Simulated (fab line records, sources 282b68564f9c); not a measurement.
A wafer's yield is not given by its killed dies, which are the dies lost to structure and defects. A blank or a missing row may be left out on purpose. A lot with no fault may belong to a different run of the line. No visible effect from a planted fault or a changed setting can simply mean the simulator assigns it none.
fab line records	flow ritCmos
record: lots: 6	wafers: 18	lastDay: 6
route steps=202 shown ACTIVE@1 FOX1@20 FOX2@23 M1@202
lots untouched by any fault: they come from a run of this same line in which no faults occurred
startH: the number of hours between the record's first day and the start of the first shown wafer of the lot	waitH: how many hours have passed since the lot's step before this one	" repeats the value in the row above	L1.1+2: several wafers, shown together as one row	- no value, or no start given	* or withheld: withheld	< > ~ a bound
route shown NAME@n: a module of which the file shows steps, and the number in the route of the first	usual: mean/standard deviation taken from wafers without a fault	same: alike in all rows	chamber/n: place in a boat	sites: per-site readings	_std_site: the standard deviation of these	_edge_site: mean of outer sites minus mean of inner sites	radiusMm: how far each site lies from the wafer's centre	mask NAME#n: copy n	behind: the last tool/chamber to shape the wafer	hold: why the lot went on hold/how many hours it stayed there/how the hold came to an end	device: whichever transistor did not switch (one of n, p or np)	end of line: the tests these same wafers got at the end of their route	step lacking rows: just its recipe	killed: the dies lost at the first sort to structure and to defects; this is not the yield of the wafer	map: a wafer's dies, x killed, . not, _ none there
set.NAME: the setting as run; set.NAME@STEP: as run at that earlier step	model.NAME: the simulator's own value behind a step, which no gauge read
lots at selected steps of the route; one table per step, one row per wafer
services: when a tool's chamber went out of use (startH, in hours from the record's first day, below 0 if earlier), for how many hours, and the reason
== steps ==
step: RIT_ACTIVE_BOW_MEAS_00
recipe: mode: bow
usual: INCOMING_BOW: 0/6.7
lot.wafer	tool	chamber	startH	waitH	INCOMING_BOW[um]
L830.3	filmMetro-01	-	40.04	-	-1
L830.5	"	-	"	"	2
L830.6	"	-	"	"	-1
L831.3	filmMetro-04	-	45.04	-	-15
L831.4	"	-	"	"	-1
L831.5	"	-	"	"	-3
L834.1	filmMetro-04	-	60.00	-	-3
L834.3	"	-	"	"	-5
L834.4	"	-	"	"	-3
L838.2	filmMetro-01	-	80.02	-	-11
L838.3	"	-	"	"	0
L838.5	"	-	"	"	9
L841.2	filmMetro-01	-	95.02	-	-11
L841.3	"	-	"	"	-8
L841.4	"	-	"	"	7
L842.3	filmMetro-04	-	100.04	-	0
L842.5	"	-	"	"	-15
L842.6	"	-	"	"	0
step: RIT_ACTIVE_OXIDATION_01
recipe: tempC: 1007	ambient: O2	targetThkA: 468	oxTimeS: 3360
usual: spikeTcCentreC: 1010.0/1.5
lot.wafer	tool	chamber	startH	waitH	spikeTcCentreC	model.SiO2_of_ACTIVE_OXIDATION_01.thkNm
L830.3	furnace-01	0	40.93	0.9	1011.9	50.42
L830.5	"	0	"	"	1009.2	50.37
L830.6	"	0	"	"	1010.5	50.57
L831.3	furnace-03	0	46.06	1.0	1007.2	50.5
L831.4	"	0	"	"	1008.6	50.27
L831.5	"	0	"	"	1009.3	50.43
L834.1	furnace-03	0	60.12	0.1	1010.7	55.24
L834.3	"	0	"	"	1008.8	54.05
L834.4	"	0	"	"	1008.7	54.03
L838.2	furnace-04	0	81.15	1.1	1011.2	49.74
L838.3	"	0	"	"	1013.1	49.05
L838.5	"	0	"	"	1010.6	49.62
L841.2	furnace-03	0	96.18	1.1	1008.1	54.75
L841.3	"	0	"	"	1007.7	54.56
L841.4	"	0	"	"	1008.6	54
L842.3	furnace-01	0	100.58	0.5	1009.9	50.11
L842.5	"	0	"	"	1010.3	49.31
L842.6	"	0	"	"	1011.1	50.12
step: RIT_ACTIVE_THK_MEAS_02
recipe: reads: SiO2_of_ACTIVE_OXIDATION_01
usual: ACTIVE_OXIDE_THK: 50.3/0.73
lot.wafer	tool	chamber	startH	waitH	ACTIVE_OXIDE_THK[nm]
L830.3	filmMetro-02	-	42.89	0.0	50.4
L830.5	"	-	"	"	50.3
L830.6	"	-	"	"	50.6
L831.3	filmMetro-04	-	48.01	0.0	50.6
L831.4	"	-	"	"	50.3
L831.5	"	-	"	"	50.4
L834.1	filmMetro-04	-	62.05	0.0	55.3
L834.3	"	-	"	"	54.0
L834.4	"	-	"	"	54.0
L838.2	filmMetro-02	-	83.09	0.0	49.7
L838.3	"	-	"	"	49.0
L838.5	"	-	"	"	49.6
L841.2	filmMetro-01	-	98.12	0.0	54.7
L841.3	"	-	"	"	54.6
L841.4	"	-	"	"	54.0
L842.3	filmMetro-02	-	102.53	0.0	50.1
L842.5	"	-	"	"	49.3
L842.6	"	-	"	"	50.1
step: RIT_ACTIVE_CVD_03
recipe: material: Si3N4	targetThkNm: 150	tempC: 810	precursor: SiH2Cl2/NH3	timeS: 1500	pressureMtorr: 300	sih2cl2FlowSccm: 60	nh3FlowSccm: 150
step: RIT_ACTIVE_THK_MEAS_04
recipe: reads: Si3N4_of_ACTIVE_CVD_03
usual: ACTIVE_NITRIDE_THK: 150.3/1.4
lot.wafer	tool	chamber	startH	waitH	ACTIVE_NITRIDE_THK[nm]
L830.3	filmMetro-01	-	44.36	0.0	147.8
L830.5	"	-	"	"	147.9
L830.6	"	-	"	"	148.5
L831.3	filmMetro-04	-	49.98	0.0	149.6
L831.4	"	-	"	"	149.9
L831.5	"	-	"	"	149.6
L834.1	filmMetro-01	-	63.53	0.0	152.7
L834.3	"	-	"	"	150.5
L834.4	"	-	"	"	151.1
L838.2	filmMetro-01	-	84.57	0.0	151.6
L838.3	"	-	"	"	151.7
L838.5	"	-	"	"	153.1
L841.2	filmMetro-04	-	100.31	0.0	148.9
L841.3	"	-	"	"	150.1
L841.4	"	-	"	"	150.3
L842.3	filmMetro-01	-	104.01	0.0	149.7
L842.5	"	-	"	"	151.8
L842.6	"	-	"	"	150.9
step: RIT_ACTIVE_HMDS_05
recipe: primeTimeS: 60	primeTempC: 140
step: RIT_ACTIVE_COAT_06
recipe: resist: NOVOLAK	spinRpm: 3250	resistThkNm: 1000
step: RIT_ACTIVE_SOFTBAKE_07
recipe: resist: NOVOLAK	tempC: 90	timeS: 60
step: RIT_ACTIVE_EXPOSE_08
recipe: maskId: M1	na: 0.6	sourceShape: conventional	sigmaOuter: 0.6	targetCdNm: 1400	doseMj: 221.2
step: RIT_ACTIVE_PEB_09
recipe: resist: NOVOLAK	tempC: withheld	timeS: withheld
step: RIT_ACTIVE_DEVELOP_10
recipe: resist: NOVOLAK	developTimeS: 50	devTempC: 23
step: RIT_ACTIVE_CD_MEAS_11
recipe: targetCdNm: 1400
usual: cdNm: 1400.2/2
lot.wafer	tool	chamber	startH	waitH	cdNm
L830.3	cdSem-01	-	45.29	-	1399.8
L830.5	"	-	"	"	1399.1
L830.6	"	-	"	"	1399.5
L831.3	cdSem-02	-	51.04	-	1404.8
L831.4	"	-	"	"	1402.9
L831.5	"	-	"	"	1403.3
L834.1	cdSem-02	-	64.56	-	1398.1
L834.3	"	-	"	"	1399.4
L834.4	"	-	"	"	1397.5
L838.2	cdSem-02	-	85.49	-	1401.9
L838.3	"	-	"	"	1401.8
L838.5	"	-	"	"	1402.4
L841.2	cdSem-02	-	101.23	-	1399.4
L841.3	"	-	"	"	1400.4
L841.4	"	-	"	"	1400.5
L842.3	cdSem-02	-	105.07	-	1400.4
L842.5	"	-	"	"	1402.9
L842.6	"	-	"	"	1404.3
step: RIT_ACTIVE_HARDBAKE_12
recipe: resist: NOVOLAK	tempC: 140	timeS: 60
step: RIT_ACTIVE_ETCH_13
recipe: stopOn: SiO2	chemistry: SF6	target: Si3N4	timeS: 210	overEtchFrac: 0.4	SF6_flow_sccm: 200	pressureMtorr: 260	rfW: 125	targetDepthA: 2100
usual: drypumpMotorCurrentA: 5.5/0.36	oesProductAu: 0.819/0.014	throttleValvePct: 7.52/0.095
same: timeS: 210
lot.wafer	tool	chamber	startH	waitH	drypumpMotorCurrentA	oesProductAu	rfHoursCounterH	throttleValvePct
L830.3	rieDiel-02	0	45.52	0.1	5.6	0.798	145	7.32
L830.5	"	0	"	"	5.6	0.800	-	7.32
L830.6	"	3	"	"	5.5	0.789	-	7.45
L831.3	rieDiel-03	2	51.27	0.1	5.6	0.831	75	7.46
L831.4	"	3	"	"	5.3	0.817	145	7.50
L831.5	"	0	"	"	5.6	0.822	-	7.60
L834.1	rieDiel-04	2	64.83	0.1	6.2	0.826	154	7.59
L834.3	"	0	"	"	5.9	0.812	58	7.46
L834.4	"	2	"	"	6.2	0.829	-	7.56
L838.2	rieDiel-03	0	85.74	0.1	5.6	0.833	100	7.60
L838.3	"	1	"	"	5.5	0.833	160	7.60
L838.5	"	0	"	"	5.6	0.822	-	7.61
L841.2	rieDiel-04	1	101.48	0.1	5.7	0.799	29	7.42
L841.3	"	3	"	"	4.8	0.793	72	7.64
L841.4	"	2	"	"	6.2	0.821	154	7.58
L842.3	rieDiel-03	0	105.30	0.1	5.6	0.825	100	7.62
L842.5	"	0	"	"	5.6	0.820	-	7.60
L842.6	"	2	"	"	5.6	0.827	-	7.46
step: RIT_ACTIVE_STRIP_14
recipe: chemistry: O2	timeS: 180	resist: NOVOLAK	platenTempC: withheld	powerW: 500	pressureMtorr: 4000	o2FlowSccm: 4000
usual: drypumpMotorCurrentA: 5.9/0.6
same: timeS: 180
lot.wafer	tool	chamber	startH	waitH	drypumpMotorCurrentA	rfHoursCounterH
L830.3	plasmaAsher-02	0	45.71	0.1	5.9	-
L830.5	"	0	"	"	6.0	-
L830.6	"	1	"	"	4.8	-
L831.3	plasmaAsher-03	0	51.46	0.1	6.2	-
L831.4	"	1	"	"	6.6	-
L831.5	"	1	"	"	6.6	-
L834.1	plasmaAsher-03	1	64.97	0.1	6.5	43
L834.3	"	0	"	"	6.2	-
L834.4	"	1	"	"	6.5	-
L838.2	plasmaAsher-04	1	85.87	0.1	5.3	30
L838.3	"	1	"	"	5.3	-
L838.5	"	0	"	"	6.3	-
L841.2	plasmaAsher-03	0	101.61	0.1	6.2	46
L841.3	"	1	"	"	6.6	-
L841.4	"	0	"	"	6.2	-
L842.3	plasmaAsher-03	1	105.49	0.1	6.5	-
L842.5	"	1	"	"	6.5	-
L842.6	"	0	"	"	6.2	-
step: RIT_ACTIVE_CD_MEAS_90
recipe: targetCdNm: 1400
usual: cdNm: 1400.2/2
lot.wafer	tool	chamber	startH	waitH	cdNm
L830.3	cdSem-01	-	45.87	0.1	1399.6
L830.5	"	-	"	"	1398.5
L830.6	"	-	"	"	1399.6
L831.3	cdSem-02	-	51.62	0.1	1404.3
L831.4	"	-	"	"	1403.2
L831.5	"	-	"	"	1403.1
L834.1	cdSem-01	-	65.14	0.1	1398.0
L834.3	"	-	"	"	1399.2
L834.4	"	-	"	"	1397.2
L838.2	cdSem-01	-	86.07	0.1	1401.5
L838.3	"	-	"	"	1401.9
L838.5	"	-	"	"	1402.3
L841.2	cdSem-02	-	101.81	0.1	1399.4
L841.3	"	-	"	"	1400.5
L841.4	"	-	"	"	1400.5
L842.3	cdSem-02	-	105.74	0.2	1400.5
L842.5	"	-	"	"	1402.9
L842.6	"	-	"	"	1404.4
step: RIT_ACTIVE_CLEAN_15
recipe: chemistry: SC1	mix: 3:3:50	timeS: 600	tempC: 75
step: RIT_ACTIVE_CLEAN_16
recipe: chemistry: dHF	dilution: 50:1	timeS: 30
step: RIT_ACTIVE_CLEAN_17
recipe: chemistry: SC2	mix: 3:3:50	timeS: 600	tempC: 75	dry: n2Spin
step: RIT_FOX1_OXIDATION_00
recipe: tempC: 1100	ambient: H2O	targetThkA: 3507	pH2oTorr: 720	oxTimeS: 1130
step: RIT_FOX1_THK_MEAS_01
recipe: reads: SiO2_of_FOX1_OXIDATION_00
usual: FOX1_OXIDE_THK: 352/6.4
lot.wafer	tool	chamber	startH	waitH	FOX1_OXIDE_THK[nm]
L830.3	filmMetro-03	-	48.36	0.0	347
L830.5	"	-	"	"	351
L830.6	"	-	"	"	350
L831.3	filmMetro-01	-	54.64	0.0	354
L831.4	"	-	"	"	362
L831.5	"	-	"	"	353
L834.1	filmMetro-01	-	69.41	0.0	345
L834.3	"	-	"	"	341
L834.4	"	-	"	"	351
L838.2	filmMetro-03	-	89.15	0.0	348
L838.3	"	-	"	"	353
L838.5	"	-	"	"	348
L841.2	filmMetro-01	-	104.08	0.0	351
L841.3	"	-	"	"	346
L841.4	"	-	"	"	346
L842.3	filmMetro-04	-	107.55	0.0	343
L842.5	"	-	"	"	347
L842.6	"	-	"	"	343
step: RIT_FOX1_WET_ETCH_02
recipe: chemistry: BOE	targetDepthNm: 350	timeS: 390	tempC: 21.5	dry: n2Spin	dilution: 10:1	target: SiO2
step: RIT_FOX2_OXIDATION_00
recipe: tempC: 1100	ambient: H2O	targetThkA: 3507	pH2oTorr: 720	oxTimeS: 1130
step: RIT_FOX2_THK_MEAS_01
recipe: reads: SiO2_of_FOX2_OXIDATION_00
usual: FOX2_OXIDE_THK: 352/5.2
lot.wafer	tool	chamber	startH	waitH	FOX2_OXIDE_THK[nm]
L830.3	filmMetro-03	-	49.85	0.0	349
L830.5	"	-	"	"	350
L830.6	"	-	"	"	353
L831.3	filmMetro-01	-	56.19	0.0	361
L831.4	"	-	"	"	358
L831.5	"	-	"	"	353
L834.1	filmMetro-03	-	71.02	0.0	358
L834.3	"	-	"	"	356
L834.4	"	-	"	"	351
L838.2	filmMetro-01	-	90.65	0.0	354
L838.3	"	-	"	"	359
L838.5	"	-	"	"	358
L841.2	filmMetro-01	-	105.57	0.0	355
L841.3	"	-	"	"	349
L841.4	"	-	"	"	350
L842.3	filmMetro-03	-	110.02	0.0	357
L842.5	"	-	"	"	354
L842.6	"	-	"	"	352
step: RIT_FOX2_CLEAN_02
recipe: chemistry: dHF	dilution: 50:1	timeS: 180
step: RIT_FOX2_WET_ETCH_03
recipe: chemistry: H3PO4	target: Si3N4	targetDepthNm: 195	tempC: 165	timeS: 2700
same: timeS: 2700
lot.wafer	tool	chamber	startH	waitH	model.SiO2_of_ACTIVE_OXIDATION_01.thkNm
L830.3	wetBench-01	1	49.95	0.0	44.13
L830.5	"	1	"	"	44.1
L830.6	"	1	"	"	44.77
L831.3	wetBench-03	0	56.29	0.0	44.1
L831.4	"	0	"	"	44.28
L831.5	"	0	"	"	44.77
L834.1	wetBench-01	3	71.14	0.0	49.1
L834.3	"	3	"	"	47.87
L834.4	"	3	"	"	48.04
L838.2	wetBench-03	3	90.84	0.0	44.15
L838.3	"	3	"	"	43.2
L838.5	"	3	"	"	44.07
L841.2	wetBench-04	2	105.68	0.0	48.47
L841.3	"	2	"	"	47.97
L841.4	"	2	"	"	47.79
L842.3	wetBench-03	0	110.13	0.0	44.59
L842.5	"	0	"	"	43.91
L842.6	"	0	"	"	43.89
step: RIT_FOX2_THK_MEAS_90
recipe: reads: SiO2_of_FOX2_OXIDATION_00
usual: FIELD_OXIDE_LEFT_1_THK: 325/5.3
lot.wafer	tool	chamber	startH	waitH	FIELD_OXIDE_LEFT_1_THK[nm]
L830.3	filmMetro-01	-	50.73	0.0	322
L830.5	"	-	"	"	323
L830.6	"	-	"	"	326
L831.3	filmMetro-03	-	57.06	0.0	334
L831.4	"	-	"	"	331
L831.5	"	-	"	"	326
L834.1	filmMetro-03	-	72.66	0.0	331
L834.3	"	-	"	"	329
L834.4	"	-	"	"	324
L838.2	filmMetro-02	-	91.67	0.0	326
L838.3	"	-	"	"	331
L838.5	"	-	"	"	330
L841.2	filmMetro-02	-	106.45	0.0	327
L841.3	"	-	"	"	321
L841.4	"	-	"	"	322
L842.3	filmMetro-01	-	110.90	0.0	331
L842.5	"	-	"	"	327
L842.6	"	-	"	"	325
step: RIT_M1_PROBE_99
usual: killedAtContacts: 0.1/0.3	killedAtFrontEnd: 7/3.4	killedDies: 7/3.4	killedOpen: 3.6/2.1	killedShort: 3.5/2.1
same: grossDies: 264	killed_at_M0_to_M3: 0	killed_at_M4_up: 0	killedAtBackSide: 0	killedAtOther: 0
lot.wafer	tool	chamber	startH	waitH	killedAtContacts	killedAtFrontEnd	killedDies	killedOpen	killedShort	model.etest.nldd.widthNm	model.etest.pldd.widthNm	model.etest.nmosNarrow.driveUaUm
L830.3	prober-01	-	92.75	0.2	0	10	10	5	5	3128	3148	219.9
L830.5	prober-01	-	92.85	0.2	0	6	6	3	3	3144	3130	224
L830.6	prober-01	-	92.90	0.2	0	6	6	3	3	3130	3118	215.3
L831.3	prober-02	-	98.14	0.2	0	5	5	3	2	3129	3126	216.2
L831.4	prober-02	-	98.19	0.2	0	7	7	2	5	3144	3132	223.4
L831.5	prober-02	-	98.24	0.2	0	9	9	3	6	3141	3126	228.4
L834.1	prober-01	-	112.09	0.1	0	6	6	3	3	3069	3086	199.8
L834.3	prober-01	-	112.19	0.2	0	7	7	5	2	3109	3100	209.6
L834.4	prober-01	-	112.24	0.2	1	9	10	5	5	3105	3119	211.6
L838.2	prober-01	-	128.92	0.1	0	7	7	3	4	3144	3137	218.7
L838.3	prober-01	-	128.97	0.2	0	10	10	5	5	3126	3136	219.2
L838.5	prober-01	-	129.07	0.2	0	7	7	4	3	3151	3146	220.8
L841.2	prober-02	-	143.44	0.1	0	1	1	1	0	3084	3081	208.6
L841.3	prober-02	-	143.49	0.2	0	4	4	2	2	3102	3098	208
L841.4	prober-02	-	143.54	0.2	0	3	3	2	1	3118	3093	215.2
L842.3	prober-01	-	155.66	0.2	0	5	5	2	3	3137	3143	217.6
L842.5	prober-01	-	155.76	0.2	0	9	9	4	5	3157	3158	221.6
L842.6	prober-01	-	155.81	0.2	0	1	1	1	0	3162	3140	216.8
killed by level:class
L830.3 GATE:geometricParticle:open=4 GATE:geometricParticle:short=3 FOX1:geometricParticle:short=1 REOX:geometricParticle:short=1 REOX:geometricParticle:open=1
L830.5 SILICIDE:geometricParticle:open=2 FOX2:geometricParticle:short=1 GATE:geometricParticle:open=1 GATE:geometricParticle:short=1 SPACER:geometricParticle:short=1
L830.6 GATE:geometricParticle:short=3 GATE:geometricParticle:open=2 REOX:geometricParticle:open=1
L831.3 FOX1:geometricParticle:open=1 FOX1:geometricParticle:short=1 GATE:geometricParticle:open=1 SPACER:geometricParticle:open=1 SPACER:geometricParticle:short=1
L831.4 GATE:geometricParticle:short=3 SPACER:geometricParticle:short=2 GATE:geometricParticle:open=1 SPACER:geometricParticle:open=1
L831.5 GATE:geometricParticle:short=3 FOX1:geometricParticle:short=1 GATE:geometricParticle:open=1 REOX:geometricParticle:open=1 SPACER:geometricParticle:open=1 SPACER:geometricParticle:short=1 SILICIDE:geometricParticle:short=1
L834.1 GATE:geometricParticle:open=2 SPACER:geometricParticle:short=2 GATE:geometricParticle:short=1 SPACER:geometricParticle:open=1
L834.3 GATE:geometricParticle:open=3 FOX1:geometricParticle:short=1 REOX:geometricParticle:open=1 REOX:geometricParticle:short=1 SILICIDE:geometricParticle:open=1
L834.4 GATE:geometricParticle:short=2 REOX:geometricParticle:open=2 SPACER:geometricParticle:open=2 FOX1:geometricParticle:short=1 SPACER:geometricParticle:short=1 SILICIDE:geometricParticle:short=1 CONTACT:geometricParticle:open=1
L838.2 GATE:geometricParticle:open=2 REOX:geometricParticle:short=2 FOX2:geometricParticle:open=1 GATE:geometricParticle:short=1 SILICIDE:geometricParticle:short=1
L838.3 GATE:geometricParticle:short=3 GATE:geometricParticle:open=2 REOX:geometricParticle:open=2 REOX:geometricParticle:short=1 SPACER:geometricParticle:short=1 SILICIDE:geometricParticle:open=1
L838.5 FOX1:geometricParticle:open=2 GATE:geometricParticle:short=2 SPACER:geometricParticle:short=1 SPACER:geometricParticle:open=1 SILICIDE:geometricParticle:open=1
L841.2 SILICIDE:geometricParticle:open=1
L841.3 FOX1:geometricParticle:short=2 GATE:geometricParticle:open=1 SPACER:geometricParticle:open=1
L841.4 FOX1:geometricParticle:open=1 GATE:geometricParticle:open=1 GATE:geometricParticle:short=1
L842.3 FOX2:geometricParticle:short=2 FOX1:geometricParticle:open=1 GATE:geometricParticle:short=1 SILICIDE:geometricParticle:open=1
L842.5 SPACER:geometricParticle:open=2 SPACER:geometricParticle:short=2 SILICIDE:geometricParticle:short=2 FOX2:geometricParticle:open=1 GATE:geometricParticle:open=1 GATE:geometricParticle:short=1
L842.6 SPACER:geometricParticle:open=1
== services ==
tool	chamber	startH	hours	kind
plasmaAsher-04	-	28.31	5.7	repair
wetBench-04	-	30.24	5.9	repair
rieDiel-02	-	40.62	2.8	pm
wetBench-04	-	49.05	1.7	repair
rieDiel-04	1	59.89	7.6	repair
rieDiel-02	3	65.81	5.9	repair
rieDiel-04	-	66.83	0.9	repair
plasmaAsher-03	-	70.37	1.0	repair
wetBench-01	-	73.99	18.8	repair
plasmaAsher-02	-	77.49	2.8	pm
plasmaAsher-03	-	93.07	7.8	repair
rieDiel-03	1	93.32	-	clean
rieDiel-03	1	93.32	31.0	scheduledDown
rieDiel-03	1	93.32	31.0	ventCycle
rieDiel-03	-	94.12	0.2	repair
plasmaAsher-02	-	108.75	9.0	pm
plasmaAsher-02	0	108.75	9.0	ventCycle
plasmaAsher-02	1	108.75	9.0	ventCycle
== key ==
firstSign: step: RIT_ACTIVE_THK_MEAS_02	reading: ACTIVE_OXIDE_THK	direction: up	sigmas: 5.6	usual: 50.3	struck: 54.4
effect none on later readings
modelEffect: step: RIT_ACTIVE_OXIDATION_01	value: SiO2_of_ACTIVE_OXIDATION_01.thkNm	without: 50.32	struck: 54.44
modelEffect: step: RIT_FOX2_WET_ETCH_03	value: SiO2_of_ACTIVE_OXIDATION_01.thkNm	without: 44.56	struck: 48.21
modelEffect: step: RIT_M1_PROBE_99	value: etest.nldd.widthNm	without: 3144	struck: 3098
metAt RIT_ACTIVE_OXIDATION_01
struckWafers L834.1,L834.3,L834.4,L841.2,L841.3,L841.4
testerLeftOut L834,L841
onsetBetween 46.06 60.12
fault: kind: processParameterDrift	tool: furnace-03	chamber: -	onsetH: 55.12	steps: RIT_ACTIVE_OXIDATION_01	channel: oxTimeS	offset: *	shape: step	endH: 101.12	actsIn: *	stated: *
testerLeftOut: of these lots the tester's yield and bins aren't shown, on N5 and GAA mostly nor the transistor test; their killed dies are dies lost to structure and defects alone, not to doping, threshold or leakage, so they don't give the yield
